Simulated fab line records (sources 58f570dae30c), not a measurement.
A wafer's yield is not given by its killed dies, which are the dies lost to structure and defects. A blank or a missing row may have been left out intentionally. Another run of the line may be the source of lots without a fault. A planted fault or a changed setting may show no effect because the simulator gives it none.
Which tool was responsible?    flow berkeley cmos170    42 wafers sampled from 14 lots at 1 step of a route of 331

== WHAT THE GAUGES SHOWED, per wafer ==
UCB170_NWELL_OVL_MEAS_12. Usual: NWELL_OVL typically reads -3 nm, with standard deviation 5.7.
lot   measured     on          NWELL_OVL (nm)  flag
L697  day 2 09:51  overlay-02  -1 -6 5         
L700  day 3 03:18  overlay-01  -7 -7 -5        
L701  day 3 03:23  overlay-01  -12 -5 -11      
L704  day 4 01:47  overlay-01  -2 -7 -6        
L705  day 4 16:48  overlay-01  1 5 -2          
L706  day 4 17:02  overlay-01  1 5 -2          
L708  day 5 00:17  overlay-02  -4 -3 -7        
L710  day 5 00:27  overlay-01  -11 -6 -14      
L711  day 5 13:46  overlay-01  -10 -1 -17      
L713  day 5 21:08  overlay-02  -6 -13 -13      
L717  day 6 08:11  overlay-01  1 -7 -4         
L716  day 6 08:22  overlay-02  1 -11 -5        
L719  day 6 21:47  overlay-02  4 9 6           
L720  day 6 22:55  overlay-02  6 3 10          

== WHICH TOOL RAN EACH LOT (tool, then ch and the chambers of the sampled wafers, then the start) ==
No process step before these readings appears in the record.

== AS READ BY THE TOOLS THEMSELVES (means over the sampled wafers that have a number; for cases with no such wafer, the mark the record gives instead) ==
The record holds no such reading with a usual standard deviation.

== THE ANSWER, worked out from the rows above alone ==
Rule: a lot counts as off when the mean over its wafers that have a number is more than 3 standard deviations away from the usual mean. Also off: a lot with no number at a reading for which 4 or more lots have one. Any other lot the step has rows for is counted as sound. Order of review: gauges by route order, followed by the tools' own readings, for which a lot's mean as printed above is used. The first step at which some lot is off is used, and at that step the reading that is off furthest; a lot without a number counts as furthest.
None of the lots is off at any reading shown; this tells nothing.

== WHAT HAD BEEN PUT IN BY THE SIMULATOR ==
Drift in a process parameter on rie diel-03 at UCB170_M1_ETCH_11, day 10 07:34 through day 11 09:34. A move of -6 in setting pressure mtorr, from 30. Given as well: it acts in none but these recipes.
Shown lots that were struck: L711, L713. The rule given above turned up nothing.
